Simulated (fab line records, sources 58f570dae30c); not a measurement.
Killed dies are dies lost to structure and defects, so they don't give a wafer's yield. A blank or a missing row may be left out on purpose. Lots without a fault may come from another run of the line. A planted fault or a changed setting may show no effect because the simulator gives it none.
Problem report in the 8D (eight disciplines) form, filled by code | flow berkeley_cmos170 | the parts of the form that need people (team, actions taken, sign-off) are left out

1. THE PROBLEM
M3_AL_RS at UCB170_M3_RS_MEAS_02 reads a mean of 0.0549 ohm/sq on 1 wafer of 1 lot; wafers without a fault read 0.0321 ohm/sq with a standard deviation of 0.00034. That is +67 standard deviations from the usual mean.
The step: measures by four-point-probe.
First seen on wafer L302.3, day 12 19:23, on film_metro-02. The record holds 39 wafers of 13 lots with a number at this step. Rule for "out", or "out of limits": more than 4 standard deviations from the usual mean. The other wafers with a number count as sound.

2. WHAT IT IS AND WHAT IT IS NOT
question                    | is                | is not
which readings at this step | M3_AL_RS          | -
which lots                  | L302              | L289, L290, L292, L293, L294, L295, L299, L301, L306, L308, L309, L311
which wafers of those lots  | L302.3            | L302.1, L302.6
read on which gauges        | film_metro-02     | film_metro-01, film_metro-03
when                        | from day 12 19:23 | up to then (26 sound wafers); but 12 sound wafers of L306, L308, L309, L311 came after

3. SUSPECTS, AND WHAT RULES EACH OUT
Counting: a tool at a process step up to the reading stays a suspect if it ran every lot that is out. Sound lots after the first of them don't rule it out here, since some wafers of a struck lot are sound.
- the gauge at UCB170_M3_RS_MEAS_02: ruled out. All the wafers that are out were read on film_metro-02, but those of them that UCB170_M3_METAL_ETCH_18 has rows for are out there too, on other tools.
- pvd_sputter-01 at UCB170_M3_SPUTTER_01 (material Al, target thk 900 nm, time 120 s): kept. It ran the lot that is out, L302 (day 12 19:19); its last sound lot up to then is L299 (day 11 13:05).
Left after counting: pvd_sputter-01 at UCB170_M3_SPUTTER_01.

4. THE CAUSE (what the simulator had put in)
Process parameter drift: pvd_sputter-01, from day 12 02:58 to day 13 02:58, at UCB170_M3_SPUTTER_01. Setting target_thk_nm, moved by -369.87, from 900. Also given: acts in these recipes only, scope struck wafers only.
Counting left only this tool.

5. THE CHAIN OF EFFECTS, in route order
Each row: a reading whose mean over the struck wafers that have a number lies more than 3 standard deviations from the usual. Only readings for which the record gives a usual standard deviation are gone through. hours: the time from each lot's start at the first step in this table that gives one to its start at this step, as a median over the lots. sigmas: the change in usual standard deviations.
hours | step                    | reading        | usual         | on struck wafers | change  | sigmas
0     | UCB170_M3_RS_MEAS_02    | M3_AL_RS       | 0.0321 ohm/sq | 0.0549           | +0.0228 | +67
0     | UCB170_M3_THK_MEAS_03   | M3_AL_THK      | 904 nm        | 529              | -375    | -38
2     | UCB170_M3_METAL_ETCH_18 | oes_product_au | 0.856 a.u.    | 0.650            | -0.206  | -14
The process steps in it:
- UCB170_M3_METAL_ETCH_18: etches Al in Cl2/BCl3, stops on SiO2, target depth 1170 nm, time 195 s.

6. WHAT WOULD HAVE CAUGHT IT SOONER
In this record the first reading out of limits at a measuring or inspecting step was taken at day 12 19:23, 16 hours after the fault began at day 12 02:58.
Of the tool readings at UCB170_M3_SPUTTER_01 for which the record gives a usual standard deviation, none was out on any struck wafer, so an alarm limit of 4 standard deviations on them would not have fired.
All the lots that are out (1) had begun UCB170_M3_SPUTTER_01 on pvd_sputter-01 by day 12 19:23. A hold on the tool at that time would have spared none of them.
